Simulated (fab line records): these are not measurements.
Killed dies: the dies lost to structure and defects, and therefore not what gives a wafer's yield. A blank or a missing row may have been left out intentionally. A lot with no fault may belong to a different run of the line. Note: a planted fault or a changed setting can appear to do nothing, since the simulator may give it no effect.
One fault seen from 2 desks + flow berkeleyCmos170 + each desk has only its own numbers; what lay behind them comes last

METROLOGY DESK
Lot by lot, what the gauges showed, no matter which tool ran the lot: averages of those sampled wafers that carry a number. Marked OUT: a lot whose mean sits more than 4 standard deviations from the usual mean, which makes it out of limits; the brackets give that distance.
Columns: A = PSD_OVL at UCB170_PSD_OVL_MEAS_07, usual -3 nm; B = PSD_TW at UCB170_PSD_TW_MEAS_10, usual 2324
| lot  | first seen here | A   | B            |
|------|-----------------|-----|--------------|
| L253 | day 7 21:30     | 4   | 2357         |
| L252 | day 7 21:40     | -4  | 2317         |
| L254 | day 7 21:41     | 3   | 2302         |
| L255 | day 8 21:28     | -2  | 2326         |
| L257 | day 8 21:35     | 2   | 2292         |
| L258 | day 8 21:44     | -4  | 2341         |
| L256 | day 8 21:50     | -10 | 2288         |
| L262 | day 9 16:38     | -10 | 2352         |
| L266 | day 10 19:39    | 0   | 30 (-88) OUT |
| L265 | day 10 19:44    | -5  | 2299         |
| L273 | day 12 23:07    | -6  | 2292         |
| L275 | day 13 08:22    | 5   | 2351         |
| L274 | day 13 08:37    | -4  | 2348         |
Finding of this desk: L266 out of limits, first seen on L266 at day 10 19:56 (PSD_TW at UCB170_PSD_TW_MEAS_10). In limits: L253, L252, L254, L255, L257, L258, L256, L262, L265, L273, L275, L274.

FOR THE TOOL OWNER'S DESK: plasmaAsher-01
The tool's own readings at UCB170_NLDD_STRIP_10 (strips in O2): means of the sampled wafers that have a number, for each lot that ran on this tool. Marked OUT: a lot whose mean sits more than 4 standard deviations from the usual mean, which makes it out of limits; the brackets give that distance.
Columns: A = drypumpMotorCurrentA at UCB170_NLDD_STRIP_10, usual 5.9 A; B = oesProductAu at UCB170_NLDD_STRIP_10, usual 0.735 a.u.; C = stripTimeToEndpointS at UCB170_NLDD_STRIP_10, usual 21.61 s
| lot  | first seen here | A   | B               | C     |
|------|-----------------|-----|-----------------|-------|
| L258 | day 8 13:43     | 6.3 | 0.740           | 21.63 |
| L256 | day 8 14:45     | 6.3 | 0.736           | 21.66 |
| L266 | day 10 13:31    | 6.3 | 0.977 (+54) OUT | -     |
| L274 | day 12 23:56    | 6.2 | 0.736           | 21.56 |
This desk finds L266 out of limits, L266 being first, at day 10 13:31 (oesProductAu at UCB170_NLDD_STRIP_10). In limits: L258, L256, L274.

ALL TOGETHER
The tool owner's desk could have raised an alarm at day 10 13:31, on L266.
Metrology desk: alarm possible at day 10 19:56 on L266.
Every lot named ran UCB170_NLDD_STRIP_10 on plasmaAsher-01.

WHAT THE SIMULATOR HAD INSERTED
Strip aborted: plasmaAsher-01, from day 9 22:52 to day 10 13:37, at UCB170_NLDD_STRIP_10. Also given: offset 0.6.
Struck lots among those shown: L266.
Fault start to first reading out of limits, in hours, per desk: tool owner, 15; metrology, 21.
